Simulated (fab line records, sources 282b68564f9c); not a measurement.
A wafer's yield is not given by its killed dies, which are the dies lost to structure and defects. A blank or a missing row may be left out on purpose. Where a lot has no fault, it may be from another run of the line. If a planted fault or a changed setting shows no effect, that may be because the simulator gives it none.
fab line records    flow rit_cmos
record: lots: 6  wafers: 18  last_day: 6
route steps=202 shown FOX2@24 NWELL@28 PWELL@39 M1@202
lots that met no fault: from a run of the same line without faults
start_h: the number of hours between the record's first day and the start of the first shown wafer of the lot    wait_h: hours since the lot's step before    " same as the row above    L1.1+2: one row covering several wafers at once    - value missing, or start not given    * or withheld: withheld    < > ~ a bound
route shown NAME@n: names a module that has steps shown in the file, with the first one's number in the route    usual: mean/standard deviation of fault-free wafers    same: alike in all rows    chamber/n: place in a boat    sites: the reading at each site    _std_site: standard deviation of those values    _edge_site: mean of outer sites minus mean of inner sites    radius_mm: for every site, how far away it sits from the centre of the wafer    mask NAME#n: copy n    behind: the tool/chamber that last shaped the wafer    hold: reason for holding the lot/hours on hold/outcome of the hold    device: the n, p or np transistor that did not switch    end of line: tests run on the same wafers once the route is complete    for a step that has no rows: nothing shown but its recipe    killed: dies that structure and defects cost at the first sort, which is not the same as the wafer's yield    map: dies across one wafer; x = killed, . = not, _ = none there
set.NAME: setting as actually run; set.NAME@STEP: the setting as run at that earlier step    model.NAME: the simulator's own value behind a step, which no gauge read
lots at some steps of the route; a table a step, a row a wafer
services: when a tool's chamber went out of use (start_h, in hours from the record's first day, below 0 if earlier), for how many hours, and the reason
== steps ==
step: RIT_FOX2_THK_MEAS_01
recipe: reads: SiO2_of_FOX2_OXIDATION_00
usual: FOX2_OXIDE_THK: 354/7
lot.wafer  tool           chamber  start_h  wait_h  FOX2_OXIDE_THK[nm]
L677.1     film_metro-02  -        35.92    0.0     359
L677.5     "              -        "        "       354
L677.6     "              -        "        "       353
L679.2     film_metro-03  -        44.25    0.0     360
L679.4     "              -        "        "       368
L679.6     "              -        "        "       363
L683.1     film_metro-02  -        64.17    0.0     355
L683.4     "              -        "        "       358
L683.5     "              -        "        "       356
L685.2     film_metro-03  -        73.69    0.0     346
L685.4     "              -        "        "       350
L685.5     "              -        "        "       341
L691.1     film_metro-04  -        103.46   0.0     357
L691.3     "              -        "        "       353
L691.6     "              -        "        "       356
L692.2     film_metro-04  -        108.64   0.0     365
L692.4     "              -        "        "       363
L692.5     "              -        "        "       359
step: RIT_FOX2_CLEAN_02
recipe: chemistry: dHF  dilution: 50:1  time_s: 180
step: RIT_FOX2_WET_ETCH_03
recipe: chemistry: H3PO4  target: Si3N4  target_depth_nm: 195  temp_c: 165  time_s: 2700
step: RIT_FOX2_THK_MEAS_90
recipe: reads: SiO2_of_FOX2_OXIDATION_00
usual: FIELD_OXIDE_LEFT_1_THK: 327/6.9
lot.wafer  tool           chamber  start_h  wait_h  FIELD_OXIDE_LEFT_1_THK[nm]
L677.1     film_metro-03  -        36.80    0.0     331
L677.5     "              -        "        "       327
L677.6     "              -        "        "       326
L679.2     film_metro-03  -        45.13    0.0     333
L679.4     "              -        "        "       340
L679.6     "              -        "        "       335
L683.1     film_metro-02  -        65.11    0.0     329
L683.4     "              -        "        "       330
L683.5     "              -        "        "       329
L685.2     film_metro-03  -        74.57    0.0     319
L685.4     "              -        "        "       323
L685.5     "              -        "        "       314
L691.1     film_metro-03  -        104.34   0.0     330
L691.3     "              -        "        "       326
L691.6     "              -        "        "       329
L692.2     film_metro-02  -        109.53   0.0     338
L692.4     "              -        "        "       335
L692.5     "              -        "        "       331
step: RIT_NWELL_HMDS_00
recipe: prime_time_s: 60  prime_temp_c: 140
step: RIT_NWELL_COAT_01
recipe: resist: NOVOLAK  spin_rpm: 2000  resist_thk_nm: 1300
step: RIT_NWELL_SOFTBAKE_02
recipe: resist: NOVOLAK  temp_c: 90  time_s: 60
step: RIT_NWELL_EXPOSE_03
recipe: mask_id: M2  na: 0.57  target_cd_nm: 43900  dose_mj: 250
step: RIT_NWELL_PEB_04
recipe: resist: NOVOLAK  temp_c: withheld  time_s: withheld
step: RIT_NWELL_DEVELOP_05
recipe: resist: NOVOLAK  develop_time_s: 68  dev_temp_c: 23
step: RIT_NWELL_OVL_MEAS_06
usual: NWELL_OVL: -0.8/1.4
lot.wafer  tool        chamber  start_h  wait_h  NWELL_OVL[nm]
L677.1     overlay-01  -        37.86    -       0.1
L677.5     "           -        "        "       0.9
L677.6     "           -        "        "       -0.1
L679.2     overlay-01  -        46.19    -       -1.0
L679.4     "           -        "        "       -0.1
L679.6     "           -        "        "       -1.1
L683.1     overlay-02  -        66.05    -       2.6
L683.4     "           -        "        "       0.2
L683.5     "           -        "        "       1.4
L685.2     overlay-02  -        75.51    -       0.1
L685.4     "           -        "        "       1.0
L685.5     "           -        "        "       0.2
L691.1     overlay-02  -        105.41   -       -0.3
L691.3     "           -        "        "       -1.4
L691.6     "           -        "        "       -1.2
L692.2     overlay-01  -        110.47   -       1.3
L692.4     "           -        "        "       1.4
L692.5     "           -        "        "       2.3
step: RIT_NWELL_HARDBAKE_07
recipe: resist: NOVOLAK  temp_c: 140  time_s: 120
step: RIT_NWELL_IMPLANT_08
recipe: species: P  energy_kev: 170  dose_cm2: 4.953e+13  tilt_deg: 7
usual: beam_energy_keV: 169.99/0.059
lot.wafer  tool          chamber  start_h  wait_h  beam_energy_keV  model.implant.rp_nm  model.implant.drp_nm
L677.1     implanter-02  0        38.15    0.2     170.11           216.5                68.82
L677.5     "             0        "        "       170.11           216.5                68.82
L677.6     "             0        "        "       170.06           216.5                68.82
L679.2     implanter-03  0        46.50    0.2     170.02           208.7                68.82
L679.4     "             0        "        "       170.01           208.7                68.82
L679.6     "             0        "        "       170.00           208.7                68.82
L683.1     implanter-02  0        66.34    0.2     139.33           171.9                59.23
L683.4     "             0        "        "       139.30           171.9                59.23
L683.5     "             0        "        "       139.32           171.9                59.23
L685.2     implanter-02  0        75.82    0.2     139.37           175.1                59.23
L685.4     "             0        "        "       139.35           175.1                59.23
L685.5     "             0        "        "       139.38           175.1                59.23
L691.1     implanter-04  0        105.70   0.2     170.07           213.4                68.82
L691.3     "             0        "        "       170.03           213.4                68.82
L691.6     "             0        "        "       170.08           213.4                68.82
L692.2     implanter-04  0        110.77   0.2     169.97           210.6                68.82
L692.4     "             0        "        "       170.06           210.6                68.82
L692.5     "             0        "        "       170.05           210.6                68.82
step: RIT_NWELL_STRIP_09
recipe: chemistry: O2  time_s: 180  resist: NOVOLAK  platen_temp_c: withheld  power_w: 500  pressure_mtorr: 4000  o2_flow_sccm: 4000
usual: drypump_motor_current_A: 6.1/0.47
lot.wafer  tool             chamber  start_h  wait_h  drypump_motor_current_A  rf_hours_counter_h
L677.1     plasma_asher-01  0        38.30    0.1     6.6                      38
L677.5     "                1        "        "       6.4                      -
L677.6     "                0        "        "       6.6                      -
L679.2     plasma_asher-04  1        46.62    0.1     5.4                      40
L679.4     "                0        "        "       5.8                      -
L679.6     "                1        "        "       5.4                      -
L683.1     plasma_asher-02  1        66.49    0.1     5.6                      27
L683.4     "                1        "        "       5.6                      -
L683.5     "                0        "        "       6.4                      -
L685.2     plasma_asher-04  1        75.94    0.1     5.3                      43
L685.4     "                1        "        "       5.4                      -
L685.5     "                1        "        "       5.3                      -
L691.1     plasma_asher-04  0        105.85   0.1     5.8                      47
L691.3     "                1        "        "       5.4                      -
L691.6     "                1        "        "       5.4                      -
L692.2     plasma_asher-01  0        110.90   0.1     6.6                      46
L692.4     "                1        "        "       6.4                      -
L692.5     "                1        "        "       6.4                      -
step: RIT_NWELL_TW_MEAS_10
usual: NWELL_TW: 2127/17
lot.wafer  tool           chamber  start_h  wait_h  NWELL_TW
L677.1     film_metro-03  -        38.47    0.1     2137
L677.5     "              -        "        "       2154
L677.6     "              -        "        "       2135
L679.2     film_metro-01  -        46.81    0.1     2133
L679.4     "              -        "        "       2125
L679.6     "              -        "        "       2128
L683.1     film_metro-03  -        66.67    0.1     2055
L683.4     "              -        "        "       2056
L683.5     "              -        "        "       2053
L685.2     film_metro-03  -        76.13    0.1     2056
L685.4     "              -        "        "       2071
L685.5     "              -        "        "       2063
L691.1     film_metro-01  -        106.02   0.1     2104
L691.3     "              -        "        "       2110
L691.6     "              -        "        "       2110
L692.2     film_metro-01  -        111.08   0.1     2110
L692.4     "              -        "        "       2102
L692.5     "              -        "        "       2116
step: RIT_PWELL_HMDS_00
recipe: prime_time_s: 60  prime_temp_c: 140
step: RIT_M1_PROBE_99
usual: killed_at_contacts: 0.1/0.25  killed_at_front_end: 6.3/2.9  killed_dies: 6.4/2.9  killed_open: 3.3/2.1  killed_short: 3.1/1.7
same: gross_dies: 264  killed_at_M0_to_M3: 0  killed_at_M4_up: 0  killed_at_back_side: 0  killed_at_other: 0
lot.wafer  tool       chamber  start_h  wait_h  killed_at_contacts  killed_at_front_end  killed_dies  killed_open  killed_short  model.etest.nwell_pinched.rs_ohm_sq  model.etest.well_edge_right.line_ohm_um  model.etest.well_edge_left.line_ohm_um  model.etest.field_p_metal.vt_v  model.etest.field_p.vt_v  model.etest.iso_nwell_nwell.bv_v  model.etest.pmos_narrow.vt_less_v
L677.1     prober-02  -        75.23    0.1     0                   2                    2            1            1             340.5                                182                                      183.9                                   -28.45                          -12.74                    22.48                             0.02427
L677.5     prober-02  -        75.43    0.2     0                   3                    3            1            2             339.4                                183.7                                    183                                     -29.08                          -12.7                     21.55                             0.02035
L677.6     prober-02  -        75.48    0.2     0                   13                   13           7            6             339.1                                182.8                                    182.4                                   -29.21                          -12.65                    22.22                             0.02153
L679.2     prober-02  -        86.87    0.1     0                   4                    4            1            3             342.7                                184.2                                    186.4                                   -27.88                          -12.39                    22.53                             0.01989
L679.4     prober-02  -        86.97    0.2     0                   4                    4            2            2             336.8                                185                                      184.7                                   -28.17                          -12.57                    22.63                             0.02119
L679.6     prober-02  -        87.07    0.2     0                   6                    6            4            2             339.1                                182.4                                    182.6                                   -28.09                          -12.45                    22.47                             0.02365
L683.1     prober-02  -        103.34   0.1     1                   14                   15           12           3             355.6                                187                                      187.8                                   -25.01                          -11.19                    22.67                             0.02885
L683.4     prober-02  -        103.49   0.2     0                   7                    7            6            1             353                                  187.7                                    189.8                                   -25.52                          -11.25                    22.84                             0.02766
L683.5     prober-02  -        103.54   0.2     0                   6                    6            2            4             351.6                                188.2                                    187.2                                   -25.59                          -11.28                    22.9                              0.03148
L685.2     prober-02  -        112.69   0.1     0                   4                    4            2            2             346                                  189.4                                    187.4                                   -25.39                          -10.82                    22.87                             0.02655
L685.4     prober-02  -        112.79   0.2     0                   4                    4            2            2             348.7                                185.8                                    186.4                                   -25.45                          -10.97                    22.79                             0.02644
L685.5     prober-02  -        112.84   0.2     0                   4                    4            3            1             343.2                                190.5                                    186.1                                   -25.64                          -10.66                    22.61                             0.02963
L691.1     prober-01  -        143.05   0.1     0                   4                    4            2            2             337.7                                181.1                                    182.2                                   -28.66                          -12.65                    22.04                             0.02246
L691.3     prober-01  -        143.15   0.2     0                   1                    1            0            1             343.3                                185.2                                    183.2                                   -28.5                           -12.63                    21.95                             0.02079
L691.6     prober-01  -        143.30   0.2     0                   9                    9            5            4             337.3                                183.4                                    184.2                                   -29.15                          -12.66                    22.61                             0.02413
L692.2     prober-02  -        146.52   0.1     0                   4                    4            2            2             346.1                                184                                      184.5                                   -26.9                           -12.36                    22.76                             0.02033
L692.4     prober-02  -        146.62   0.2     0                   10                   10           5            5             337.2                                187.1                                    182.3                                   -27.55                          -12.37                    22.79                             0.02126
L692.5     prober-02  -        146.67   0.2     0                   6                    6            3            3             343.5                                180.5                                    184.1                                   -27.81                          -12.27                    22.5                              0.02302
killed by level:class
L677.1 FOX1:geometric_particle:short=1 FOX1:geometric_particle:open=1
L677.5 FOX1:geometric_particle:open=1 FOX1:geometric_particle:short=1 GATE:geometric_particle:short=1
L677.6 SILICIDE:geometric_particle:short=5 REOX:geometric_particle:open=4 GATE:geometric_particle:open=2 REOX:geometric_particle:short=1 SILICIDE:geometric_particle:open=1
L679.2 FOX1:geometric_particle:short=1 GATE:geometric_particle:open=1 GATE:geometric_particle:short=1 SPACER:geometric_particle:short=1
L679.4 FOX2:geometric_particle:open=1 FOX2:geometric_particle:short=1 GATE:geometric_particle:open=1 SPACER:geometric_particle:short=1
L679.6 FOX1:geometric_particle:open=1 GATE:geometric_particle:short=1 GATE:geometric_particle:open=1 SPACER:geometric_particle:open=1 SPACER:geometric_particle:short=1 SILICIDE:geometric_particle:open=1
L683.1 SILICIDE:geometric_particle:open=6 GATE:geometric_particle:open=3 SILICIDE:geometric_particle:short=2 SPACER:geometric_particle:open=1 FOX1:geometric_particle:open=1 GATE:geometric_particle:short=1 CONTACT:geometric_particle:open=1
L683.4 GATE:geometric_particle:open=5 FOX1:geometric_particle:open=1 GATE:geometric_particle:short=1
L683.5 REOX:geometric_particle:short=2 FOX2:geometric_particle:short=1 GATE:geometric_particle:open=1 GATE:geometric_particle:short=1 SPACER:geometric_particle:open=1
L685.2 SILICIDE:geometric_particle:open=2 FOX2:geometric_particle:short=1 SILICIDE:geometric_particle:short=1
L685.4 GATE:geometric_particle:short=1 GATE:geometric_particle:open=1 SPACER:geometric_particle:open=1 SILICIDE:geometric_particle:short=1
L685.5 GATE:geometric_particle:open=2 GATE:geometric_particle:short=1 SPACER:geometric_particle:open=1
L691.1 GATE:geometric_particle:open=2 REOX:geometric_particle:short=1 SPACER:geometric_particle:short=1
L691.3 REOX:geometric_particle:short=1
L691.6 REOX:geometric_particle:short=2 SPACER:geometric_particle:open=2 FOX1:geometric_particle:short=1 FOX2:geometric_particle:short=1 GATE:geometric_particle:open=1 REOX:geometric_particle:open=1 SILICIDE:geometric_particle:open=1
L692.2 SILICIDE:geometric_particle:open=2 FOX2:geometric_particle:short=1 GATE:geometric_particle:short=1
L692.4 SILICIDE:geometric_particle:short=3 GATE:geometric_particle:short=2 SILICIDE:geometric_particle:open=2 FOX2:geometric_particle:open=1 GATE:geometric_particle:open=1 SPACER:geometric_particle:open=1
L692.5 ACTIVE:geometric_particle:open=1 FOX2:geometric_particle:short=1 REOX:geometric_particle:open=1 REOX:geometric_particle:short=1 SPACER:geometric_particle:open=1 SILICIDE:geometric_particle:short=1
== services ==
tool             chamber  start_h  hours  kind
plasma_asher-02  -        19.31    3.5    repair
implanter-03     -        41.96    3.9    repair
plasma_asher-01  -        46.11    1.4    repair
implanter-04     -        59.06    3.9    repair
plasma_asher-01  -        76.21    2.8    pm
implanter-02     -        87.00    19.5   pm
plasma_asher-02  -        110.74   10.5   repair
== key ==
first_sign: step: RIT_NWELL_IMPLANT_08  reading: beam_energy_keV  direction: down  sigmas: 99+  usual: 169.99  struck: 139.34
effect: step: RIT_NWELL_TW_MEAS_10  reading: NWELL_TW  direction: down  sigmas: 4.1  usual: 2127  struck: 2059
model_effect: step: RIT_NWELL_IMPLANT_08  value: implant.rp_nm  without: 213.2  struck: 173.5
model_effect: step: RIT_M1_PROBE_99  value: etest.nwell_pinched.rs_ohm_sq  without: 341.4  struck: 349.7
met_at RIT_NWELL_IMPLANT_08
struck_wafers L683.1,L683.4,L683.5,L685.2,L685.4,L685.5
tester_left_out L683,L685
onset_between 38.15 66.34
fault: kind: process_parameter_drift  tool: implanter-02  chamber: -  onset_h: 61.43  steps: RIT_NWELL_IMPLANT_08  channel: energy_kev  offset: -30.6  shape: step  end_h: 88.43  acts_in: these_recipes_only  stated: 170
tester_left_out: of these lots the tester's yield and bins aren't shown, on N5 and GAA mostly nor the transistor test; their killed dies are dies lost to structure and defects alone, not to doping, threshold or leakage, so they don't give the yield
